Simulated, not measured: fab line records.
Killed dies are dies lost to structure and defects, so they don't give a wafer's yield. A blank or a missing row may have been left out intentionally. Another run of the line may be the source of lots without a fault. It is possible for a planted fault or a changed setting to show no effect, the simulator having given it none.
Check for tools in common | flow berkeleyCmos170 | 12 lots and 36 wafers in the sample

## WHY IT WAS OPENED
Of 12 lots, 3 have the reading START_OXIDE_THK flagged at UCB170_START_THK_MEAS_03. Wafers without a fault read 19.9 nm, standard deviation 0.34.
Rule: flag the lot when none of its wafers has a number, or when each of its wafers that has one lies beyond 4 standard deviations from that mean. All remaining lots are regarded as sound.

lot  | measured    | on           | START_OXIDE_THK (nm), wafer by wafer | flag
L527 | day 1 13:40 | filmMetro-01 | 20.0 19.7 20.0                       | 
L528 | day 1 17:45 | filmMetro-01 | 20.1 19.5 19.7                       | 
L529 | day 2 00:51 | filmMetro-02 | 20.0 20.6 20.2                       | 
L530 | day 2 06:23 | filmMetro-01 | 20.3 20.4 20.2                       | 
L539 | day 4 02:08 | filmMetro-04 | 24.1 24.0 23.9                       | FLAGGED
L541 | day 4 14:04 | filmMetro-04 | 24.1 23.9 23.9                       | FLAGGED
L542 | day 4 17:26 | filmMetro-04 | 23.8 23.9 23.6                       | FLAGGED
L544 | day 5 03:07 | filmMetro-02 | 19.9 19.9 20.1                       | 
L547 | day 5 19:22 | filmMetro-01 | 19.9 19.8 19.8                       | 
L548 | day 5 22:16 | filmMetro-02 | 20.0 19.9 19.7                       | 
L549 | day 6 04:02 | filmMetro-01 | 19.9 19.9 20.2                       | 
L550 | day 6 08:07 | filmMetro-02 | 19.4 19.4 19.9                       | 
The mean of the flagged lots' numbers is 23.9 nm, +4.0 nm from the usual (+12 standard deviations).

## WHICH TOOL RAN EACH LOT
The record holds 0 process steps before the reading, out of a route of 331 steps. Read each cell as the tool, then ch plus the chambers that the sampled wafers visited, then the start.
lot  | flag
L527 | 
L528 | 
L529 | 
L530 | 
L539 | FLAGGED
L541 | FLAGGED
L542 | FLAGGED
L544 | 
L547 | 
L548 | 
L549 | 
L550 | 
What these steps do:
- UCB170_START_THK_MEAS_03

## FLAGGED OVER TOTAL, TOOL BY TOOL (the gauges that took the reading come last)
step                     | tool         | lots run | flagged | share of the flagged lots | sound lots run after its first flagged lot
UCB170_START_THK_MEAS_03 | filmMetro-01 | 5        | 0       | none                      | -
UCB170_START_THK_MEAS_03 | filmMetro-02 | 4        | 0       | none                      | -
UCB170_START_THK_MEAS_03 | filmMetro-04 | 3        | 3       | all                       | 0

## WHAT IS ALLOWED BY THE TABLE
1 row of the table ran every flagged lot: filmMetro-04 at UCB170_START_THK_MEAS_03.
- filmMetro-04 at UCB170_START_THK_MEAS_03 ran 3 lots, 3 of them flagged. No sound lot ran on it before its first flagged lot in this sample; the start therefore can't be narrowed down.
Just one tool remains: filmMetro-04 at UCB170_START_THK_MEAS_03.

## WHAT THE SIMULATOR PUT IN
Metrology matching offset: filmMetro-04, from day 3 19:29 on, at UCB170_START_THK_MEAS_03. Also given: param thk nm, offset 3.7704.
Lots struck among those shown: L539, L541, L542. This agrees with what the rule above found.
